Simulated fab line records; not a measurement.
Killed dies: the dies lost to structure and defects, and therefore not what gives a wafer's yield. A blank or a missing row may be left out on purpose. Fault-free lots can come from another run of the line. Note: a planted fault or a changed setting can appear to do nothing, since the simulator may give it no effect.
One fault seen from 2 desks    flow rit_cmos    numbers are kept per desk, each desk with only its own; the story behind them comes last

== FROM THE METROLOGY DESK ==
What the gauges read, lot by lot, whatever tool the lot ran on: means of the sampled wafers that have a number. If a lot's mean is further than 4 standard deviations from the usual mean, the lot is out of limits and carries the mark OUT (the distance appears in the brackets).
Columns: A = PRETRO_TW at RIT_PRETRO_TW_MEAS_10, usual 471; B = PSD_OVL at RIT_PSD_OVL_MEAS_06, usual -0.5 nm; C = NLDD_RS at RIT_SDANNEAL_RS_MEAS_07, usual 151.6 ohm/sq
lot   first seen here  A    B     C
L718  day 2 22:05      469  -0.5  150.9
L719  day 3 01:34      474  1.9   152.2
L720  day 3 06:14      473  -0.7  151.2
L725  day 4 06:08      468  1.5   151.4
L726  day 4 09:53      476  -0.4  151.9
L728  day 4 21:17      469  -0.5  152.3
L729  day 5 02:43      475  -0.6  152.1
L730  day 5 07:11      475  -0.8  152.7
L731  day 5 12:43      466  -1.7  151.6
L733  day 6 00:35      470  -0.4  152.4
L734  day 6 05:43      471  0.1   150.8
L736  day 6 13:04      469  -1.5  151.7
L738  day 6 23:52      468  0.6   151.3
L739  day 7 06:05      473  -1.3  150.6
This desk's verdict: no lot among the 14 shows anything out of limits.

== AT THE TOOL OWNER'S DESK: iline_stepper-02 ==
The tool's own readings at RIT_M1_EXPOSE_06 (exposes mask M12, target cd 2600 nm): means of the sampled wafers that have a number, for each lot that ran on this tool. If a lot's mean is further than 4 standard deviations from the usual mean, the lot is out of limits and carries the mark OUT (the distance appears in the brackets).
Columns: A = exposure_dose_mJ_cm2 at RIT_M1_EXPOSE_06, usual 249.95; B = focus_offset_nm at RIT_M1_EXPOSE_06, usual 0.0 nm; C = reticle_temp_C at RIT_M1_EXPOSE_06, usual 22.99 C
lot   first seen here  A       B     C
L718  day 3 20:44      249.76  -0.9  22.99
L725  day 5 05:47      249.54  -0.6  23.03
L731  day 6 11:19      250.04  -0.2  22.85
L733  day 7 01:16      249.94  -0.1  22.95
L734  day 7 04:13      249.56  -0.5  23.18
L739  day 8 07:05      249.98  0.0   23.09
This desk's verdict: no lot among the 6 shows anything out of limits.

== BROUGHT TOGETHER ==
Nothing out of limits was seen by the metrology desk.
The tool owner's desk saw nothing out of limits.

== WHAT THE SIMULATOR HAD INSERTED ==
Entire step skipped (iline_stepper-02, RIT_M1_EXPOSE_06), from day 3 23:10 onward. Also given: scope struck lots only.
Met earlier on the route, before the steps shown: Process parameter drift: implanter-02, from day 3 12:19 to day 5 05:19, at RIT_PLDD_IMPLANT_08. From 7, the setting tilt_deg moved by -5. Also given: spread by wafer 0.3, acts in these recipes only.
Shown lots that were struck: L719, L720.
